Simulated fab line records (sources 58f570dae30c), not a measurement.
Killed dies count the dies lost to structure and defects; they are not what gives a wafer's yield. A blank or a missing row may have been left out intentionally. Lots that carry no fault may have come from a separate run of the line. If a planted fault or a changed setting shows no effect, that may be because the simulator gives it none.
fab line records ; flow berkeley-cmos170
record lots=6; wafers=18; last-day=12
route steps=331 shown M2@282 V2@292
lots that met no fault: from a run of the same line without faults
start-h: hours from the record's first day to the start of the lot's first wafer shown ; wait-h: hours from the lot's prior step to this one ; " identical to the entry in the row above ; L1.1+2: one row covering several wafers at once ; - no value present, or no start provided ; * or withheld: withheld ; < > ~ a bound
route shown NAME@n: NAME is a module with steps in the file, n the number in the route of the first one ; usual: mean and standard deviation over wafers with no fault ; same: alike in all rows ; chamber/n: place in a boat ; sites: readings site by site ; _std_site: the values' standard deviation ; _edge_site: outer sites' mean less inner sites' ; radius-mm: for every site, how far away it sits from the centre of the wafer ; mask NAME#n: copy n ; behind: tool/chamber where the wafer was last shaped ; hold: why the lot went on hold/how many hours it stayed there/how the hold came to an end ; device: the n, p or np transistor that did not switch ; end of line: the tests these same wafers got at the end of their route ; a step with no rows: only its recipe ; killed: count of dies lost to structure and defects at first sort (not the wafer's yield) ; map: a wafer's dies, marking killed ones x, the rest . and places with no die _
set.NAME: the run value of the setting; set.NAME@STEP: its run value at that earlier step ; model.NAME: the simulator's own value behind a step, which no gauge read
lots at selected steps of the route; one table per step, one row per wafer
services: when a tool's chamber went out of use (start-h, in hours from the record's first day, below 0 if earlier), for how many hours, and the reason
## steps
# step UCB170_M2_SOFTBAKE_11
# recipe resist=KrF; temp-c=130; time-s=60
# step UCB170_M2_EXPOSE_12
# recipe mask-id=METAL2; target-cd-nm=700; na=0.5; sigma-outer=0.6; source-shape=conventional; dose-mj=26
# step UCB170_M2_PEB_13
# recipe peb-temp-c=130; peb-time-s=withheld; resist=KrF
# step UCB170_M2_DEVELOP_14
# recipe developer=TMAH; develop-time-s=42.97; resist=KrF; dev-temp-c=21
# step UCB170_M2_CD_MEAS_15
# recipe target-cd-nm=700
# usual cd-nm=700.0/1.2
lot.wafer;tool;chamber;start-h;wait-h;cd-nm
L941.2;cd-sem-01;-;151.56;-;698.6
L941.4;cd-sem-01;-;151.56;-;699.0
L941.5;cd-sem-01;-;151.56;-;698.8
L949.1;cd-sem-02;-;199.10;-;699.9
L949.2;cd-sem-02;-;199.10;-;700.0
L949.5;cd-sem-02;-;199.10;-;700.5
L951.1;cd-sem-01;-;208.69;-;701.5
L951.3;cd-sem-01;-;208.69;-;701.7
L951.4;cd-sem-01;-;208.69;-;700.8
L958.3;cd-sem-01;-;239.31;-;698.2
L958.4;cd-sem-01;-;239.31;-;699.1
L958.5;cd-sem-01;-;239.31;-;698.7
L961.1;cd-sem-02;-;270.76;-;702.1
L961.2;cd-sem-02;-;270.76;-;702.6
L961.6;cd-sem-02;-;270.76;-;700.2
L963.1;cd-sem-01;-;281.71;-;698.9
L963.2;cd-sem-01;-;281.71;-;700.8
L963.3;cd-sem-01;-;281.71;-;699.9
# step UCB170_M2_OVL_MEAS_16
# usual M2_OVL=0/5.8
lot.wafer;tool;chamber;start-h;wait-h;M2_OVL[nm]
L941.2;overlay-02;-;151.66;0.1;4
L941.4;overlay-02;-;151.66;0.1;-3
L941.5;overlay-02;-;151.66;0.1;-13
L949.1;overlay-02;-;199.22;0.1;-2
L949.2;overlay-02;-;199.22;0.1;0
L949.5;overlay-02;-;199.22;0.1;1
L951.1;overlay-01;-;208.81;0.1;7
L951.3;overlay-01;-;208.81;0.1;0
L951.4;overlay-01;-;208.81;0.1;5
L958.3;overlay-02;-;239.40;0.1;6
L958.4;overlay-02;-;239.40;0.1;6
L958.5;overlay-02;-;239.40;0.1;1
L961.1;overlay-01;-;270.88;0.1;6
L961.2;overlay-01;-;270.88;0.1;8
L961.6;overlay-01;-;270.88;0.1;11
L963.1;overlay-01;-;281.83;0.1;6
L963.2;overlay-01;-;281.83;0.1;-8
L963.3;overlay-01;-;281.83;0.1;-1
# step UCB170_M2_ETCH_17
# recipe chemistry=N2/H2; target-depth-a=withheld; overetch-a=withheld; target=BARC; time-s=withheld; source-w=500; bias-w=100; pressure-mtorr=30; n2-flow-sccm=100; h2-flow-sccm=200
# usual chamber-pressure-mTorr=30.002/0.026; drypump-motor-current-A=5.6/0.33; oes-product-au=1.001/0.027; throttle-valve-pct=13.28/0.17
lot.wafer;tool;chamber;start-h;wait-h;chamber-pressure-mTorr;drypump-motor-current-A;oes-product-au;throttle-valve-pct
L941.2;rie-diel-04;0;151.69;0.0;29.987;5.6;0.993;13.07
L941.4;rie-diel-04;1;151.69;0.0;30.020;4.9;0.967;13.38
L941.5;rie-diel-04;2;151.69;0.0;29.999;5.6;0.994;13.13
L949.1;rie-diel-01;0;199.26;0.0;30.003;5.6;1.014;13.48
L949.2;rie-diel-01;3;199.26;0.0;29.999;5.8;1.020;13.35
L949.5;rie-diel-01;0;199.26;0.0;29.986;5.6;1.013;13.50
L951.1;rie-diel-04;1;208.84;0.0;30.002;5.0;0.962;13.38
L951.3;rie-diel-04;2;208.84;0.0;29.985;5.6;0.994;13.12
L951.4;rie-diel-04;3;208.84;0.0;29.969;5.1;0.964;13.40
L958.3;rie-diel-03;2;239.43;0.0;29.981;5.6;1.013;13.35
L958.4;rie-diel-03;0;239.43;0.0;30.055;5.8;1.016;12.87
L958.5;rie-diel-03;1;239.43;0.0;30.018;6.2;1.039;13.35
L961.1;rie-diel-04;0;270.91;0.0;30.038;5.6;0.996;13.08
L961.2;rie-diel-04;3;270.91;0.0;29.953;5.1;0.961;13.39
L961.6;rie-diel-04;2;270.91;0.0;30.028;5.6;1.001;13.13
L963.1;rie-diel-01;1;281.87;0.0;29.978;5.5;0.965;13.38
L963.2;rie-diel-01;3;281.87;0.0;29.969;5.8;1.002;13.37
L963.3;rie-diel-01;2;281.87;0.0;29.997;5.4;0.990;13.16
# step UCB170_M2_METAL_ETCH_18
# recipe chemistry=Cl2/BCl3; target=Al; stop-on=SiO2; pressure-mtorr=12; target-depth-a=11700; over-etch-frac=0.3; time-s=195; icp-w=600; bias-w=120; Cl2_flow_sccm=90; bcl3-flow-sccm=45
# usual chamber-pressure-mTorr=11.999/0.012; drypump-motor-current-A=6.0/0.5; oes-product-au=0.852/0.011; throttle-valve-pct=24.41/0.25
lot.wafer;tool;chamber;start-h;wait-h;chamber-pressure-mTorr;drypump-motor-current-A;oes-product-au;rf-hours-counter-h;throttle-valve-pct
L941.2;rie-metal-03;1;151.73;-;12.007;5.3;0.847;1.0;24.07
L941.4;rie-metal-03;1;151.73;-;12.005;5.3;0.856;-;24.06
L941.5;rie-metal-03;0;151.73;-;12.001;6.8;0.852;-;24.50
L949.1;rie-metal-03;1;199.30;-;12.009;5.3;0.843;2.5;24.08
L949.2;rie-metal-03;0;199.30;-;11.995;6.8;0.850;3.7;24.53
L949.5;rie-metal-03;0;199.30;-;12.012;6.8;0.858;-;24.52
L951.1;rie-metal-01;1;208.88;-;11.984;6.2;0.846;7.9;24.31
L951.3;rie-metal-01;0;208.88;-;11.983;5.7;0.858;-;24.83
L951.4;rie-metal-01;1;208.88;-;12.003;6.2;0.846;-;24.31
L958.3;rie-metal-03;0;239.53;-;12.002;6.8;0.847;-;24.52
L958.4;rie-metal-03;1;239.53;-;12.012;5.3;0.843;-;24.05
L958.5;rie-metal-03;0;239.53;-;12.003;6.8;0.858;-;24.51
L961.1;rie-metal-03;0;270.95;-;11.994;6.8;0.835;5.9;24.51
L961.2;rie-metal-03;1;270.95;-;11.986;5.3;0.837;4.7;24.09
L961.6;rie-metal-03;1;270.95;-;11.996;5.3;0.842;-;24.05
L963.1;rie-metal-02;1;281.91;-;11.988;5.9;0.860;4.1;24.30
L963.2;rie-metal-02;0;281.91;-;12.013;6.0;0.868;0.8;24.82
L963.3;rie-metal-02;0;281.91;-;11.984;6.0;0.863;-;24.82
# step UCB170_M2_STRIP_19
# recipe chemistry=O2; power-w=400; pressure-mtorr=3500; platen-temp-c=withheld; o2-flow-sccm=400; overash-fraction=0.5
# usual chamber-pressure-mTorr=3499/3.1; drypump-motor-current-A=5.8/0.38; oes-product-au=0.541/0.011
lot.wafer;tool;chamber;start-h;wait-h;chamber-pressure-mTorr;drypump-motor-current-A;oes-product-au;rf-hours-counter-h
L941.2;plasma-asher-01;0;151.92;0.1;3494;5.0;0.531;45
L941.4;plasma-asher-01;1;151.92;0.1;3499;5.7;0.527;-
L941.5;plasma-asher-01;1;151.92;0.1;3502;5.7;0.510;-
L949.1;plasma-asher-04;1;199.49;0.1;3499;5.9;0.528;50
L949.2;plasma-asher-04;0;199.49;0.1;3505;5.5;0.532;50
L949.5;plasma-asher-04;1;199.49;0.1;3502;5.9;0.530;-
L951.1;plasma-asher-03;1;209.07;0.1;3501;5.8;0.540;8
L951.3;plasma-asher-03;1;209.07;0.1;3499;5.8;0.550;-
L951.4;plasma-asher-03;0;209.07;0.1;3501;6.4;0.546;-
L958.3;plasma-asher-01;1;239.69;0.1;3498;5.6;0.530;-
L958.4;plasma-asher-01;0;239.69;0.1;3499;5.0;0.526;-
L958.5;plasma-asher-01;0;239.69;0.1;3499;5.0;0.527;-
L961.1;plasma-asher-04;0;271.14;0.1;3499;5.5;0.557;57
L961.2;plasma-asher-04;1;271.14;0.1;3500;5.9;0.558;57
L961.6;plasma-asher-04;0;271.14;0.1;3499;5.6;0.555;-
L963.1;plasma-asher-03;0;282.10;0.1;3506;6.4;0.546;15
L963.2;plasma-asher-03;1;282.10;0.1;3502;5.8;0.536;15
L963.3;plasma-asher-03;1;282.10;0.1;3498;5.8;0.535;-
# step UCB170_M2_CD_MEAS_90
# recipe target-cd-nm=700
# usual cd-nm=699/3.2
lot.wafer;tool;chamber;start-h;wait-h;cd-nm
L941.2;cd-sem-01;-;152.04;0.1;695
L941.4;cd-sem-01;-;152.04;0.1;696
L941.5;cd-sem-01;-;152.04;0.1;696
L949.1;cd-sem-02;-;199.64;0.1;701
L949.2;cd-sem-02;-;199.64;0.1;698
L949.5;cd-sem-02;-;199.64;0.1;699
L951.1;cd-sem-01;-;209.17;0.1;700
L951.3;cd-sem-01;-;209.17;0.1;702
L951.4;cd-sem-01;-;209.17;0.1;698
L958.3;cd-sem-01;-;239.80;0.1;697
L958.4;cd-sem-01;-;239.80;0.1;703
L958.5;cd-sem-01;-;239.80;0.1;695
L961.1;cd-sem-02;-;271.24;0.1;696
L961.2;cd-sem-02;-;271.24;0.1;705
L961.6;cd-sem-02;-;271.24;0.1;700
L963.1;cd-sem-02;-;282.20;0.1;696
L963.2;cd-sem-02;-;282.20;0.1;705
L963.3;cd-sem-02;-;282.20;0.1;702
# step UCB170_V2_CVD_00
# recipe material=SiO2; target-thk-nm=2000; temp-c=390; precursor=TEOS/O2; time-s=250; rf-w=550; pressure-mtorr=9000
# usual heater-power-w=271/56
lot.wafer;tool;chamber;start-h;wait-h;heater-power-w
L941.2;pecvd-03;2;152.14;0.1;351
L941.4;pecvd-03;0;152.14;0.1;204
L941.5;pecvd-03;1;152.14;0.1;176
L949.1;pecvd-02;1;199.76;0.1;349
L949.2;pecvd-02;0;199.76;0.1;224
L949.5;pecvd-02;2;199.76;0.1;247
L951.1;pecvd-02;2;209.29;0.1;284
L951.3;pecvd-02;0;209.29;0.1;307
L951.4;pecvd-02;0;209.29;0.1;218
L958.3;pecvd-02;0;239.88;0.1;257
L958.4;pecvd-02;1;239.88;0.1;260
L958.5;pecvd-02;2;239.88;0.1;260
L961.1;pecvd-02;2;271.36;0.1;357
L961.2;pecvd-02;1;271.36;0.1;359
L961.6;pecvd-02;0;271.36;0.1;221
L963.1;pecvd-02;0;282.32;0.1;313
L963.2;pecvd-02;2;282.32;0.1;369
L963.3;pecvd-02;1;282.32;0.1;319
# step UCB170_V2_THK_MEAS_01
# recipe reads=SiO2_of_V2_CVD_00
# usual V2_TEOS_THK=2007/25
lot.wafer;tool;chamber;start-h;wait-h;V2_TEOS_THK[nm]
L941.2;film-metro-03;-;152.31;0.1;2030
L941.4;film-metro-03;-;152.31;0.1;2048
L941.5;film-metro-03;-;152.31;0.1;2047
L949.1;film-metro-04;-;199.92;0.1;2009
L949.2;film-metro-04;-;199.92;0.1;2005
L949.5;film-metro-04;-;199.92;0.1;2018
L951.1;film-metro-04;-;209.45;0.1;2002
L951.3;film-metro-04;-;209.45;0.1;1991
L951.4;film-metro-04;-;209.45;0.1;2022
L958.3;film-metro-01;-;240.05;0.1;2003
L958.4;film-metro-01;-;240.05;0.1;2059
L958.5;film-metro-01;-;240.05;0.1;2046
L961.1;film-metro-04;-;271.52;0.1;1942
L961.2;film-metro-04;-;271.52;0.1;1965
L961.6;film-metro-04;-;271.52;0.1;1980
L963.1;film-metro-04;-;282.47;0.1;1968
L963.2;film-metro-04;-;282.47;0.1;1974
L963.3;film-metro-04;-;282.47;0.1;2007
# step UCB170_V2_CMP_02
# recipe material=SiO2; down-force-psi=6; platen-rpm=60; pad-velocity-m-s=0.75398
# usual motor-current-A=15.3/0.99
lot.wafer;tool;chamber;start-h;wait-h;motor-current-A;model.SiO2_of_V2_CVD_00.thk-nm
L941.4;cmp-02;0;152.46;0.1;16.8;999.9
L941.2;cmp-02;1;152.46;0.1;14.9;1001
L941.5;cmp-02;2;152.46;0.1;14.7;999.8
L949.1;cmp-02;1;199.98;0.1;15.3;1000
L949.2;cmp-02;0;199.98;0.1;15.8;1249
L949.5;cmp-02;1;199.98;0.1;14.9;999.8
L951.1;cmp-02;2;209.51;0.1;15.3;1000
L951.4;cmp-02;0;209.51;0.1;15.7;1250
L951.3;cmp-02;1;209.51;0.1;15.8;1001
L958.3;cmp-01;0;240.14;0.1;14.3;1001
L958.4;cmp-01;2;240.14;0.1;14.8;1000
L958.5;cmp-01;3;240.14;0.1;14.7;999.8
L961.1;cmp-01;0;271.58;0.1;14.2;1002
L961.2;cmp-01;1;271.58;0.1;14.9;1001
L961.6;cmp-01;1;271.58;0.1;14.9;1001
L963.2;cmp-01;2;282.53;0.0;15.9;1000
L963.3;cmp-01;0;282.53;0.0;15.0;999.6
L963.1;cmp-01;1;282.53;0.0;14.5;999.8
# step UCB170_V2_BOW_MEAS_03
# recipe mode=bow
# usual V2_BOW=38/7.1
lot.wafer;tool;chamber;start-h;wait-h;V2_BOW[um]
L941.2;film-metro-04;-;152.68;0.1;46
L941.4;film-metro-04;-;152.68;0.1;49
L941.5;film-metro-04;-;152.68;0.1;45
L949.1;film-metro-03;-;200.28;0.2;31
L949.2;film-metro-03;-;200.28;0.2;36
L949.5;film-metro-03;-;200.28;0.2;37
L951.1;film-metro-03;-;209.81;0.2;45
L951.3;film-metro-03;-;209.81;0.2;37
L951.4;film-metro-03;-;209.81;0.2;35
L958.3;film-metro-04;-;240.43;0.2;37
L958.4;film-metro-04;-;240.43;0.2;36
L958.5;film-metro-04;-;240.43;0.2;25
L961.1;film-metro-01;-;271.88;0.2;48
L961.2;film-metro-01;-;271.88;0.2;55
L961.6;film-metro-01;-;271.88;0.2;44
L963.1;film-metro-04;-;282.83;0.1;43
L963.2;film-metro-04;-;282.83;0.1;34
L963.3;film-metro-04;-;282.83;0.1;43
# step UCB170_V2_THK_MEAS_04
# recipe reads=SiO2_of_V2_CVD_00
# usual V2_POLISHED_THK=1000.0/1
lot.wafer;tool;chamber;start-h;wait-h;V2_POLISHED_THK[nm]
L941.2;film-metro-04;-;152.79;0.1;1000.3
L941.4;film-metro-04;-;152.79;0.1;999.2
L941.5;film-metro-04;-;152.79;0.1;999.6
L949.1;film-metro-03;-;200.40;0.1;1000.2
L949.2;film-metro-03;-;200.40;0.1;1249.2
L949.5;film-metro-03;-;200.40;0.1;999.9
L951.1;film-metro-03;-;209.93;0.1;1001.7
L951.3;film-metro-03;-;209.93;0.1;1000.4
L951.4;film-metro-03;-;209.93;0.1;1248.9
L958.3;film-metro-04;-;240.53;0.1;1001.3
L958.4;film-metro-04;-;240.53;0.1;1000.6
L958.5;film-metro-04;-;240.53;0.1;999.1
L961.1;film-metro-01;-;272.00;0.1;1000.8
L961.2;film-metro-01;-;272.00;0.1;1000.4
L961.6;film-metro-01;-;272.00;0.1;1000.9
L963.1;film-metro-04;-;282.95;0.1;1000.0
L963.2;film-metro-04;-;282.95;0.1;1000.8
L963.3;film-metro-04;-;282.95;0.1;999.8
# step UCB170_V2_CLEAN_05
# recipe chemistry=DIW
# step UCB170_V2_HMDS_06
# recipe prime-time-s=60; prime-temp-c=100
# step UCB170_V2_COAT_07
# recipe resist=KrF; spin-rpm=1500; resist-thk-nm=900
# step UCB170_V2_SOFTBAKE_08
# recipe resist=KrF; temp-c=130; time-s=60
# step UCB170_V2_EXPOSE_09
# recipe mask-id=VIA2; target-cd-nm=700; na=0.5; sigma-outer=0.6; source-shape=conventional; dose-mj=37
# step UCB170_V2_PEB_10
# recipe peb-temp-c=130; peb-time-s=withheld; resist=KrF
# step UCB170_V2_DEVELOP_11
# recipe developer=TMAH; develop-time-s=45; resist=KrF; dev-temp-c=21
# step UCB170_V2_CD_MEAS_12
# recipe target-cd-nm=700
# usual cd-nm=700.1/1.6
lot.wafer;tool;chamber;start-h;wait-h;cd-nm
L941.2;cd-sem-02;-;154.10;-;701.4
L941.4;cd-sem-02;-;154.10;-;700.2
L941.5;cd-sem-02;-;154.10;-;700.2
L949.1;cd-sem-02;-;201.84;-;699.3
L949.2;cd-sem-02;-;201.84;-;701.1
L949.5;cd-sem-02;-;201.84;-;698.9
L951.1;cd-sem-01;-;211.22;-;697.0
L951.3;cd-sem-01;-;211.22;-;697.5
L951.4;cd-sem-01;-;211.22;-;698.1
L958.3;cd-sem-01;-;241.72;-;703.4
L958.4;cd-sem-01;-;241.72;-;701.8
L958.5;cd-sem-01;-;241.72;-;702.7
L961.1;cd-sem-01;-;273.30;-;699.9
L961.2;cd-sem-01;-;273.30;-;699.0
L961.6;cd-sem-01;-;273.30;-;698.8
L963.1;cd-sem-02;-;284.38;-;697.7
L963.2;cd-sem-02;-;284.38;-;698.0
L963.3;cd-sem-02;-;284.38;-;698.8
# step UCB170_V2_OVL_MEAS_13
# usual V2_OVL=-1/5.3
lot.wafer;tool;chamber;start-h;wait-h;V2_OVL[nm]
L941.2;overlay-01;-;154.20;0.1;-3
L941.4;overlay-01;-;154.20;0.1;-4
L941.5;overlay-01;-;154.20;0.1;6
L949.1;overlay-01;-;201.96;0.1;-5
L949.2;overlay-01;-;201.96;0.1;-6
L949.5;overlay-01;-;201.96;0.1;2
L951.1;overlay-01;-;211.34;0.1;-2
L951.3;overlay-01;-;211.34;0.1;2
L951.4;overlay-01;-;211.34;0.1;-2
L958.3;overlay-01;-;241.81;0.1;-4
L958.4;overlay-01;-;241.81;0.1;6
L958.5;overlay-01;-;241.81;0.1;2
L961.1;overlay-02;-;273.42;0.1;3
L961.2;overlay-02;-;273.42;0.1;4
L961.6;overlay-02;-;273.42;0.1;-7
L963.1;overlay-02;-;284.50;0.1;-5
L963.2;overlay-02;-;284.50;0.1;-1
L963.3;overlay-02;-;284.50;0.1;-10
# step UCB170_V2_ETCH_14
# recipe chemistry=CHF3/CF4/Ar; target=SiO2; stop-on=Al; CHF3_flow_sccm=45; cf4-flow-sccm=15; Ar_flow_sccm=150; pressure-mtorr=200; rf-w=700; target-depth-a=12500; over-etch-frac=0.25; time-s=291
# usual chamber-pressure-mTorr=199.98/0.17; drypump-motor-current-A=5.3/0.34; oes-product-au=0.868/0.016; throttle-valve-pct=6.98/0.12
lot.wafer;tool;chamber;start-h;wait-h;chamber-pressure-mTorr;drypump-motor-current-A;oes-product-au;rf-hours-counter-h;throttle-valve-pct;model.etch.depth-nm;model.V2.feature-depth-nm
L941.2;rie-diel-01;0;154.23;0.0;199.75;5.6;0.875;66;7.14;1001;1001
L941.4;rie-diel-01;3;154.23;0.0;199.94;5.8;0.870;130;7.00;999.9;1000
L941.5;rie-diel-01;2;154.23;0.0;200.18;5.4;0.867;-;6.88;999.8;999.8
L949.1;rie-diel-04;2;201.99;0.0;200.05;5.6;0.867;102;6.86;1000;1000
L949.2;rie-diel-04;1;201.99;0.0;199.78;5.0;0.959;5;7.10;1249;1249
L949.5;rie-diel-04;1;201.99;0.0;199.83;4.9;0.846;-;7.10;999.8;999.9
L951.1;rie-diel-02;1;211.37;0.0;200.05;5.0;0.873;111;6.96;1000;1001
L951.3;rie-diel-02;3;211.37;0.0;200.05;5.8;0.902;129;7.02;1001;1001
L951.4;rie-diel-02;2;211.37;0.0;199.74;5.8;0.980;49;6.99;1250;1250
L958.3;rie-diel-01;0;241.84;0.0;199.82;5.6;0.882;70;7.12;1001;1001
L958.4;rie-diel-01;3;241.84;0.0;199.88;5.8;0.878;134;7.01;1000;1000
L958.5;rie-diel-01;2;241.84;0.0;200.03;5.4;0.869;-;6.88;999.8;999.8
L961.1;rie-diel-02;0;273.45;0.0;199.62;4.9;0.894;41;7.08;1002;1002
L961.2;rie-diel-02;3;273.45;0.0;200.00;5.8;0.896;132;7.04;1001;1001
L961.6;rie-diel-02;0;273.45;0.0;200.16;4.9;0.886;-;7.09;1001;1001
L963.1;rie-diel-01;0;284.53;0.0;199.88;5.6;0.875;72;7.11;999.8;999.8
L963.2;rie-diel-01;2;284.53;0.0;199.82;5.4;0.859;37;6.89;1000;1000
L963.3;rie-diel-01;1;284.53;0.0;199.94;5.5;0.840;11;7.02;999.6;999.7
# step UCB170_V2_STRIP_15
# recipe chemistry=O2; power-w=400; pressure-mtorr=3500; platen-temp-c=withheld; o2-flow-sccm=400; overash-fraction=0.5
# usual chamber-pressure-mTorr=3500/3.2; drypump-motor-current-A=5.5/0.3; oes-product-au=0.722/0.005; strip-time-to-endpoint-s=15.34/0.13
lot.wafer;tool;chamber;start-h;wait-h;chamber-pressure-mTorr;drypump-motor-current-A;oes-product-au;rf-hours-counter-h;strip-time-to-endpoint-s
L941.2;plasma-asher-01;0;154.41;0.1;3499;5.0;0.728;46;15.32
L941.4;plasma-asher-01;0;154.41;0.1;3504;5.0;0.716;-;15.21
L941.5;plasma-asher-01;0;154.41;0.1;3496;5.0;0.719;-;15.17
L949.1;plasma-asher-01;1;202.17;0.1;3500;5.7;0.720;51;15.34
L949.2;plasma-asher-01;0;202.17;0.1;3497;5.0;0.727;51;15.27
L949.5;plasma-asher-01;1;202.17;0.1;3497;5.6;0.719;-;15.28
L951.1;plasma-asher-01;1;211.55;0.1;3496;5.7;0.724;52;14.88
L951.3;plasma-asher-01;0;211.55;0.1;3496;5.0;0.731;-;15.02
L951.4;plasma-asher-01;1;211.55;0.1;3492;5.7;0.717;-;15.36
L958.3;plasma-asher-02;1;242.05;0.1;3500;5.5;0.724;-;15.31
L958.4;plasma-asher-02;0;242.05;0.1;3503;5.8;0.726;-;15.27
L958.5;plasma-asher-02;1;242.05;0.1;3495;5.5;0.726;-;15.32
L961.1;plasma-asher-02;1;273.63;0.1;3500;5.5;0.718;51;15.58
L961.2;plasma-asher-02;0;273.63;0.1;3500;5.8;0.727;51;15.24
L961.6;plasma-asher-02;0;273.63;0.1;3500;5.8;0.719;-;15.52
L963.1;plasma-asher-01;1;284.71;0.1;3495;5.7;0.739;59;15.38
L963.2;plasma-asher-01;0;284.71;0.1;3501;5.0;0.722;59;15.32
L963.3;plasma-asher-01;0;284.71;0.1;3499;5.0;0.715;-;15.34
## services
tool;chamber;start-h;hours;kind
cmp-01;-;131.11;0.9;repair
pecvd-02;-;132.05;2.8;pm
pecvd-03;1;133.79;15.9;repair
pecvd-03;-;135.50;14.0;pm
cmp-01;-;146.61;1.3;repair
rie-metal-02;1;147.71;1.4;repair
rie-diel-03;0;148.56;7.9;repair
cmp-02;-;149.50;0.3;repair
cmp-02;-;155.08;4.5;repair
rie-diel-02;2;174.30;11.2;repair
pecvd-02;-;174.37;6.0;pm
rie-diel-02;0;185.32;1.3;repair
rie-diel-02;0;188.46;7.2;repair
plasma-asher-02;-;193.46;1.0;repair
rie-diel-02;2;197.88;4.0;repair
rie-diel-04;1;205.34;3.3;repair
plasma-asher-03;-;212.55;1.7;repair
cmp-01;-;225.30;0.2;repair
cmp-02;-;232.00;4.0;pm
rie-diel-01;-;234.44;2.8;pm
rie-diel-02;-;244.89;2.8;pm
rie-diel-03;-;245.44;2.7;repair
rie-diel-01;0;254.25;9.5;repair
plasma-asher-04;-;261.47;6.5;repair
## key
first-sign step=UCB170_V2_THK_MEAS_04; reading=V2_POLISHED_THK; direction=up; sigmas=99+; usual=1000.0; struck=1249.1
effect step=UCB170_V2_ETCH_14; reading=oes-product-au; direction=up; sigmas=6.4; usual=0.868; struck=0.969
model-effect step=UCB170_V2_CMP_02; value=SiO2_of_V2_CVD_00.thk-nm; without=999.2; struck=1249
model-effect step=UCB170_V2_ETCH_14; value=etch.depth-nm; without=999.2; struck=1249
met-at UCB170_V2_CMP_02
struck-wafers L949.2,L951.4
later-rows-left-out L951.4
sort-left-out L949.2,L951.4
onset-between 152.46 199.98
fault kind=process-parameter-drift; tool=cmp-02; chamber=0; onset-h=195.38; steps=UCB170_V2_CMP_02; channel=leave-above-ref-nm; offset=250; shape=step; acts-in=these-recipes-only; stated=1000
# sort-left-out: the simulated sort isn't trusted on such a fault, so these wafers' sort isn't shown, and their yield isn't known
# later-rows-left-out: the simulator's readings of these wafers behind a module that went badly wrong aren't trusted and aren't shown, but for the sort
